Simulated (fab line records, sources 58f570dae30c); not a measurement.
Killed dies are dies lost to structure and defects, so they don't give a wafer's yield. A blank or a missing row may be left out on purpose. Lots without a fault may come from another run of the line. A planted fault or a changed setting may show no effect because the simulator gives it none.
One fault seen from 2 desks | flow berkeley_cmos170 | each desk has only its own numbers; what lay behind them comes last

THE TOOL OWNER'S DESK: lpcvd-02
The tool's own readings at UCB170_ACTIVE_CVD_05 (deposits Si3N4 from SiH2Cl2/NH3, target thk 220 nm, time 3300 s): means of the sampled wafers that have a number, for each lot that ran on this tool. A lot is out of limits, marked OUT, if its mean lies more than 4 standard deviations from the usual mean; the brackets give that distance.
Columns: A = sih2cl2_flow_sccm at UCB170_ACTIVE_CVD_05, usual 24.99 sccm; B = spike_tc_centre_C at UCB170_ACTIVE_CVD_05, usual 802.4 C; C = spike_tc_load_C at UCB170_ACTIVE_CVD_05, usual 822.4 C; D = spike_tc_source_C at UCB170_ACTIVE_CVD_05, usual 822 C; E = susceptor_temp_C at UCB170_ACTIVE_CVD_05, usual 800.0 C; F = zone_power_load_pct at UCB170_ACTIVE_CVD_05, usual 19.3 %
lot  | first seen here | A     | B               | C               | D              | E               | F
L412 | day 4 02:44     | 24.99 | 801.5           | 822.5           | 824            | 800.3           | 19.0
L415 | day 4 14:46     | 25.10 | 801.4           | 822.8           | 824            | 799.9           | 19.0
L417 | day 4 19:48     | 25.05 | 802.3           | 824.3           | 826            | 800.2           | 19.9
L420 | day 6 02:59     | 24.97 | 828.9 (+19) OUT | 852.5 (+21) OUT | 853 (+9.9) OUT | 827.0 (+71) OUT | 21.4
L421 | day 6 02:59     | 25.04 | 828.5 (+19) OUT | 851.5 (+21) OUT | 853 (+9.9) OUT | 827.8 (+73) OUT | 21.7
This desk's finding: out of limits on L420, L421; first on L420, day 6 02:59 (spike_tc_centre_C at UCB170_ACTIVE_CVD_05). In limits: L412, L415, L417.

THE METROLOGY DESK
What the gauges read, lot by lot, whatever tool the lot ran on: means of the sampled wafers that have a number. A lot is out of limits, marked OUT, if its mean lies more than 4 standard deviations from the usual mean; the brackets give that distance.
Columns: A = ACTIVE_NITRIDE_THK at UCB170_ACTIVE_THK_MEAS_06, usual 220.4 nm
lot  | first seen here | A
L412 | day 4 04:43     | 219.3
L414 | day 4 12:26     | 223.5
L415 | day 4 16:41     | 217.8
L417 | day 4 21:43     | 219.0
L420 | day 6 04:54     | 355.9 (+65) OUT
L421 | day 6 04:54     | 354.2 (+64) OUT
L425 | day 6 22:54     | 219.6
L426 | day 7 09:57     | 222.0
L428 | day 7 09:58     | 224.1
L429 | day 7 21:07     | 222.4
L427 | day 7 21:08     | 221.4
L431 | day 8 03:28     | 222.7
L432 | day 8 03:28     | 218.7
L430 | day 8 03:31     | 221.2
This desk's finding: out of limits on L420, L421; first on L420, day 6 04:54 (ACTIVE_NITRIDE_THK at UCB170_ACTIVE_THK_MEAS_06). In limits: L412, L414, L415, L417, L425, L426, L428, L429, L427, L431, L432, L430.

PUT TOGETHER
The tool owner's desk could have raised an alarm at day 6 02:59, on L420, L421.
The metrology desk could have raised an alarm at day 6 04:54, on L420, L421.
Of the lots named, all ran UCB170_ACTIVE_CVD_05 on lpcvd-02.

WHAT THE SIMULATOR HAD PUT IN
Process parameter drift: lpcvd-02, from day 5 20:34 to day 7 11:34, at UCB170_ACTIVE_CVD_05. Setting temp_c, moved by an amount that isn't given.
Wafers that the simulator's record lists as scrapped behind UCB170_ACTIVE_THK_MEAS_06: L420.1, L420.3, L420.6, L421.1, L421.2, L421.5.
Lots struck among those shown: L420, L421.
Hours from the fault's start to each desk's first reading out of limits: the tool owner's desk, 6; the metrology desk, 8.
